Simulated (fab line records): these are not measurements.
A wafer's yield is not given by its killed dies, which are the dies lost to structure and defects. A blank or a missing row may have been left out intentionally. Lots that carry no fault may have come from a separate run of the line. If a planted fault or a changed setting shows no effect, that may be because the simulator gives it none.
Chamber matching / flow berkeleyCmos170 / 3 sister chambers for UCB170_SPACER_CVD_00 on pecvd-02
The step deposits SiO2 from TEOS/O2, target thk 376 nm, time 47 s. 3 wafers are shown with their chamber, then 7 later ones without.

WAFERS PAIRED WITH THEIR CHAMBERS
wafer=L929.6; chamber=1; heaterPowerW (W)=265
wafer=L936.1; chamber=2; heaterPowerW (W)=374
wafer=L936.2; chamber=0; heaterPowerW (W)=228

WAFERS WITH NO CHAMBER GIVEN
wafer=L936.6; heaterPowerW (W)=273
wafer=L943.1; heaterPowerW (W)=271
wafer=L943.3; heaterPowerW (W)=282
wafer=L943.6; heaterPowerW (W)=232
wafer=L941.1; heaterPowerW (W)=330
wafer=L941.2; heaterPowerW (W)=283
wafer=L941.3; heaterPowerW (W)=193

WHICH CHAMBER EACH WENT THROUGH
wafer=L936.6; from the rows above=can't be placed: 1 or 0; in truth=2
wafer=L943.1; from the rows above=can't be placed: 1 or 0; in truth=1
wafer=L943.3; from the rows above=can't be placed: 1 or 0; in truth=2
wafer=L943.6; from the rows above=can't be placed: 0 or 1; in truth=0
wafer=L941.1; from the rows above=can't be placed: 2 or 1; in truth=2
wafer=L941.2; from the rows above=can't be placed: 1 or 0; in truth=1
wafer=L941.3; from the rows above=can't be placed: 0 or 1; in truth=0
Correct placement for 0 of the 7. Unplaceable from these rows: 7, with the true chamber sitting among the candidates in 5. 0 placed wrongly.
How it was worked out, from the rows above alone: a wafer's distance from a chamber is the root of the sum, over the readings, of the square of ((its reading less the chamber's mean) divided by the reading's scatter). If the next closest chamber is less than 2 further off than the closest, the wafer can't be placed; otherwise it belongs to the closest. For every chamber, the mean is computed from those of its wafers that are shown. The scatter: with one shown wafer a chamber, the root of the mean of the squares of how far each hidden wafer lies from its nearest shown one.
